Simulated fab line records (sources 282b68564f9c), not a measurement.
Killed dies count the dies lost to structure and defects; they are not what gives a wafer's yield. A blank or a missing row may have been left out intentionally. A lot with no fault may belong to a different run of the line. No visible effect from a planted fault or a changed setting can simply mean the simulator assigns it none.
Split-lot trial | flow rit_cmos | on a route of 202 steps: 5 lots, 23 wafers read

== SPLIT DETAILS ==
At RIT_PRETRO_HARDBAKE_07 (time 120 s), the setting temp_c was moved away from the recipe's 140 C on 10 of the 23 wafers read, by -2.9% to +1.8%. The other wafers ran this setting at the recipe's value.

Reading taken at the split's own step.

== THE READING ==
NOVOLAK_of_PRETRO_COAT_01.thk_nm (the simulator's own value, which no gauge read), in nm, at RIT_PRETRO_HARDBAKE_07 (time 120 s). The file does not state a usual value for it. The 13 wafers here that ran the recipe average 1138 nm, standard deviation 2.7 nm.

wafer  | tool, chamber at the split | temp_c as run, C | against the recipe | NOVOLAK_of_PRETRO_COAT_01.thk_nm, nm | against lot-mates on the recipe
L074.1 | litho_track-02, 0          | 140              | recipe             | 1140                                 | -
L074.3 | litho_track-02, 0          | 140              | recipe             | 1138                                 | -
L074.5 | litho_track-02, 0          | 140              | recipe             | 1142                                 | -
L075.1 | litho_track-02, 0          | 140              | recipe             | 1142                                 | -
L075.2 | litho_track-02, 0          | 140              | recipe             | 1141                                 | -
L075.4 | litho_track-02, 0          | 140              | recipe             | 1141                                 | -
L075.5 | litho_track-02, 0          | 141.5            | +1.1%              | 1140                                 | -1
L075.6 | litho_track-02, 0          | 141.5            | +1.1%              | 1140                                 | -1
L077.1 | litho_track-03, 0          | 140              | recipe             | 1138                                 | -
L077.2 | litho_track-03, 0          | 142.5            | +1.8%              | 1136                                 | -2
L077.3 | litho_track-03, 0          | 140              | recipe             | 1137                                 | -
L077.4 | litho_track-03, 0          | 142.5            | +1.8%              | 1130                                 | -8
L077.5 | litho_track-03, 0          | 142.5            | +1.8%              | 1133                                 | -4
L081.1 | litho_track-03, 0          | 136              | -2.9%              | 1142                                 | +8
L081.2 | litho_track-03, 0          | 140              | recipe             | 1133                                 | -
L081.3 | litho_track-03, 0          | 140              | recipe             | 1135                                 | -
L081.5 | litho_track-03, 0          | 136              | -2.9%              | 1144                                 | +10
L081.6 | litho_track-03, 0          | 136              | -2.9%              | 1143                                 | +9
L083.1 | litho_track-03, 0          | 142              | +1.4%              | 1133                                 | -4
L083.2 | litho_track-03, 0          | 140              | recipe             | 1137                                 | -
L083.3 | litho_track-03, 0          | 140              | recipe             | 1135                                 | -
L083.4 | litho_track-03, 0          | 140              | recipe             | 1138                                 | -
L083.5 | litho_track-03, 0          | 142              | +1.4%              | 1134                                 | -3

THE FIT
A straight line over all 23 wafers: NOVOLAK_of_PRETRO_COAT_01.thk_nm changes by -1.94 nm for each +1% of temp_c; r = -0.69; the points scatter about the line by 2.8 nm.
The same after taking each lot's own level away (the mean of its wafers on the recipe; 23 wafers): -2.82 nm for each +1%; r = -0.94; scatter 1.4 nm.
Per that fit: largest temp_c move, reading shift of 8 nm.
Measured against the standard deviation above, the lots' own levels, which go from 1134.0 to 1141.3 nm, span 2.7 times it.
So the lot-to-lot level blurs the effect unless lot-mates are compared.
Check: with one of the wafers moved furthest among these (-2.9%) left out of the fit, the line predicts +8.62 nm for it against its lot-mates. It came out at +8 nm against them.

== FURTHER SPLITS ON THESE WAFERS ==
Other splits were also applied to these wafers ahead of the reading. Each is held against what the fit with the lots' levels taken away leaves over:
other split on the same wafers  | wafers away from the commonest value | r with NOVOLAK_of_PRETRO_COAT_01.thk_nm (lot level and that fit taken away)
RIT_ACTIVE_CVD_03 time_s        | 18                                   | +0.11
RIT_ACTIVE_ETCH_13 time_s       | 9                                    | -0.39
RIT_FOX2_OXIDATION_00 ox_time_s | 18                                   | -0.02
RIT_NWELL_SOFTBAKE_02 temp_c    | 8                                    | +0.11
RIT_PWELL_COAT_01 spin_rpm      | 8                                    | -0.41
RIT_NRETRO_SOFTBAKE_02 temp_c   | 11                                   | -0.02

== THE FILE'S OWN FIT ==
NOVOLAK_of_PRETRO_COAT_01.thk_nm changes by -2.72 nm for each +1% of temp_c, r = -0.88.
